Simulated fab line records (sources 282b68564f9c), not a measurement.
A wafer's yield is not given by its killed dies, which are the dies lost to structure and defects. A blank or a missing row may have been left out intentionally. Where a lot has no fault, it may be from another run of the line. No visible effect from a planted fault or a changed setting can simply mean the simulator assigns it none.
Lot-split experiment    flow rit_cmos    23 wafers read from 5 lots, route of 202 steps

== ABOUT THE SPLIT ==
At RIT_NRETRO_SOFTBAKE_02 (time 60 s), the setting temp_c was moved away from the recipe's 90 C on 11 of the 23 wafers read, by -3.9% to +2.5%. This setting was run at the recipe's value on the other wafers.

== FROM THE SPLIT TO THE READING: what the file shows between them, 2 steps ==
- RIT_NRETRO_EXPOSE_03: exposes mask M4, target cd 43900 nm
- RIT_NRETRO_PEB_04

== THE READING ==
NOVOLAK_of_NRETRO_COAT_01.thk_nm (the simulator's own value, which no gauge read), in nm, at RIT_NRETRO_DEVELOP_05 (develop time 68 s). There is no usual value for it anywhere in the file. The 12 wafers here that ran the recipe average 1301 nm, standard deviation 2.9 nm.

wafer   tool, chamber at the split  temp_c as run, C  against the recipe  NOVOLAK_of_NRETRO_COAT_01.thk_nm, nm  against lot-mates on the recipe
L077.1  litho_track-01, 0           90                recipe              1304                                  -
L077.2  litho_track-01, 0           86.5              -3.9%               1312                                  +10
L077.4  litho_track-01, 0           90                recipe              1301                                  -
L077.5  litho_track-01, 0           86.5              -3.9%               1313                                  +10
L077.6  litho_track-01, 0           86.5              -3.9%               1313                                  +10
L078.1  litho_track-01, 0           88.42             -1.8%               1304                                  +6
L078.2  litho_track-01, 0           90                recipe              1299                                  -
L078.4  litho_track-01, 0           88.42             -1.8%               1313                                  +15
L078.5  litho_track-01, 0           88.42             -1.8%               1303                                  +5
L078.6  litho_track-01, 0           90                recipe              1297                                  -
L079.1  litho_track-04, 0           90                recipe              1304                                  -
L079.2  litho_track-04, 0           92.22             +2.5%               1295                                  -9
L079.5  litho_track-04, 0           92.22             +2.5%               1295                                  -9
L079.3  litho_track-04, 0           90                recipe              1301                                  -
L079.6  litho_track-04, 0           90                recipe              1307                                  -
L084.1  litho_track-04, 0           86.48             -3.9%               1312                                  +12
L084.2  litho_track-04, 0           86.48             -3.9%               1313                                  +12
L084.3  litho_track-04, 0           90                recipe              1299                                  -
L084.4  litho_track-04, 0           90                recipe              1302                                  -
L084.6  litho_track-04, 0           86.48             -3.9%               1314                                  +14
L085.3  litho_track-04, 0           90                recipe              1301                                  -
L085.4  litho_track-04, 0           90                recipe              1297                                  -
L085.5  litho_track-04, 0           90                recipe              1299                                  -

FIT RESULTS
A straight line over all 23 wafers: NOVOLAK_of_NRETRO_COAT_01.thk_nm changes by -2.94 nm for each +1% of temp_c; r = -0.91; the points scatter about the line by 2.8 nm.
The same after taking each lot's own level away (the mean of its wafers on the recipe; 23 wafers): -3.14 nm for each +1%; r = -0.93; scatter 2.6 nm.
On that fit, the largest move of temp_c shifts the reading by 12 nm.
The lots' own levels span 1298.0 to 1304.0 nm, that is 2.1 times the standard deviation above.
Hence the lot-to-lot level has little effect on the slope; both slopes agree.
Check: +12.5 nm against its lot-mates is what the line predicts for one of the wafers moved furthest among these (-3.9%) when that wafer is left out of the fit. It came out at +11.5 nm against them.

== THESE WAFERS: OTHER SPLITS ==
Note: prior to the reading, these wafers also went through further splits. Each is held against what the fit with the lots' levels taken away leaves over:
other split on the same wafers     wafers away from the commonest value  r with NOVOLAK_of_NRETRO_COAT_01.thk_nm (lot level and that fit taken away)
RIT_ACTIVE_EXPOSE_08 dose_mj       8                                     +0.17
RIT_ACTIVE_ETCH_13 over_etch_frac  8                                     +0.02
RIT_NWELL_IMPLANT_08 dose_cm2      7                                     +0.00
RIT_PWELL_HARDBAKE_07 temp_c       9                                     -0.18

== FILE'S OWN FIT ==
NOVOLAK_of_NRETRO_COAT_01.thk_nm changes by -3.18 nm for each +1% of temp_c, r = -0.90.
